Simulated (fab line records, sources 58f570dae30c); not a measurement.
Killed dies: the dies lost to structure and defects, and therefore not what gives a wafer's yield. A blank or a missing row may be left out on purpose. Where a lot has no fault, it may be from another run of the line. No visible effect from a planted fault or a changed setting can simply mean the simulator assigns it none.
Which of the tools did it? + flow berkeley-cmos170 + 14 lots, 42 wafers sampled, at 2 steps of a route of 331

WHAT THE GAUGES SHOWED, per wafer
UCB170_PFIELD_TW_MEAS_09.
| lot  | measured    | on            | PFIELD_TW   |
|------|-------------|---------------|-------------|
| L347 | day 4 22:32 | film-metro-04 | 601 600 603 |
| L348 | day 5 06:49 | film-metro-01 | 608 608 607 |
| L350 | day 5 21:17 | film-metro-04 | 599 596 599 |
| L351 | day 6 05:34 | film-metro-04 | 602 602 607 |
| L353 | day 6 07:04 | film-metro-04 | 604 602 602 |
| L352 | day 6 07:12 | film-metro-02 | 607 608 608 |
| L357 | day 7 00:37 | film-metro-02 | 606 606 610 |
| L356 | day 7 00:53 | film-metro-01 | 609 609 610 |
| L362 | day 8 10:02 | film-metro-04 | 668 669 669 |
| L365 | day 8 22:21 | film-metro-02 | 607 603 606 |
| L364 | day 8 22:22 | film-metro-01 | 681 679 677 |
| L367 | day 9 05:25 | film-metro-02 | 610 612 612 |
| L369 | day 9 23:25 | film-metro-04 | 606 602 599 |
| L370 | day 9 23:41 | film-metro-01 | 609 612 606 |

TOOL THAT RAN EACH LOT (tool first, then ch and the chambers of the sampled wafers, then the start)
| lot  | UCB170_PFIELD_IMPLANT_07       |
|------|--------------------------------|
| L347 | implanter-01 ch 0, day 4 22:18 |
| L348 | implanter-03 ch 0, day 5 06:34 |
| L350 | implanter-04 ch 0, day 5 21:02 |
| L351 | implanter-04 ch 0, day 6 05:21 |
| L353 | implanter-01 ch 0, day 6 06:49 |
| L352 | implanter-04 ch 0, day 6 06:57 |
| L357 | implanter-03 ch 0, day 7 00:22 |
| L356 | implanter-01 ch 0, day 7 00:39 |
| L362 | implanter-04 ch 0, day 8 09:49 |
| L365 | implanter-01 ch 0, day 8 22:06 |
| L364 | implanter-04 ch 0, day 8 22:07 |
| L367 | implanter-01 ch 0, day 9 05:10 |
| L369 | implanter-03 ch 0, day 9 23:12 |
| L370 | implanter-01 ch 0, day 9 23:26 |
- UCB170_PFIELD_IMPLANT_07

WHAT THE TOOLS THEMSELVES READ (means of the sampled wafers that have a number; where no wafer has one, the mark that the record gives instead)
UCB170_PFIELD_IMPLANT_07.
| lot  | tool         | dose-ions-cm2 | faraday-current-uA |
|------|--------------|---------------|--------------------|
| L347 | implanter-01 | 1.9969e+13    | 63.4               |
| L348 | implanter-03 | 2.0005e+13    | 63.3               |
| L350 | implanter-04 | 1.9974e+13    | 62.5               |
| L351 | implanter-04 | 2.0016e+13    | 62.4               |
| L353 | implanter-01 | 1.9995e+13    | 63.9               |
| L352 | implanter-04 | 2.0009e+13    | 63.4               |
| L357 | implanter-03 | 1.9973e+13    | 64.0               |
| L356 | implanter-01 | 2.0022e+13    | 63.8               |
| L362 | implanter-04 | 2.8100e+13    | 87.5               |
| L365 | implanter-01 | 2.0023e+13    | 62.5               |
| L364 | implanter-04 | 2.8144e+13    | 89.3               |
| L367 | implanter-01 | 2.0030e+13    | 63.6               |
| L369 | implanter-03 | 1.9991e+13    | 62.5               |
| L370 | implanter-01 | 2.0006e+13    | 63.0               |

THE ANSWER, worked out from the rows above alone
Rule: usual is defined by the lots themselves. Put in order of their means at a reading, lots are off if they are a third of the lots or fewer, leave a main group of 4 or more, and stand apart from it by a gap of 3 or more times the standard deviation of the main group's means; of several such gaps the widest counts. A main group whose means are all the same, to the digits that the tables above print for the reading, isn't used. A lot without any number at a reading at which 4 lots or more have one is off too. The other lots that the step has rows for count as sound. Order of review: gauges by route order, followed by the tools' own readings, for which a lot's mean as printed above is used. At the first step where some lot is off, the reading lying furthest off is the one used; lots without a number count as furthest.
Off: at UCB170_PFIELD_TW_MEAS_09 (PFIELD_TW), L362, L364. For the main group the mean is 605 and the standard deviation 3.8.
A tool fits if, at a process step before that reading, it ran every lot that is off, and no sound lot after the first of them. Not tried: the gauges at UCB170_PFIELD_TW_MEAS_09; whatever is off there is also off at UCB170_PFIELD_IMPLANT_07, on other tools, and gauge error can't account for it. One fits: UCB170_PFIELD_IMPLANT_07 on implanter-04. A fault onset in the window from L352 (day 6 06:57, its last sound lot) to L362 (day 8 09:49, its first lot off) fits.
The tool's own readings at UCB170_PFIELD_IMPLANT_07 bear it out: on the lots that are off they differ by more than 5 times the standard deviation of the sound lots' means. dose-ions-cm2 reads 2.8122e+13 there against 2.0001e+13 on the sound lots; faraday-current-uA reads 88.4 there against 63.2 on the sound lots.

WHAT THE SIMULATOR PUT IN
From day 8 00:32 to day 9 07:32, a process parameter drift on implanter-04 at UCB170_PFIELD_IMPLANT_07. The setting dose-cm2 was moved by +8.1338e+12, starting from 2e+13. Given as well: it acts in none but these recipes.
Struck lots among those shown: L362, L364. The rule above found the same.
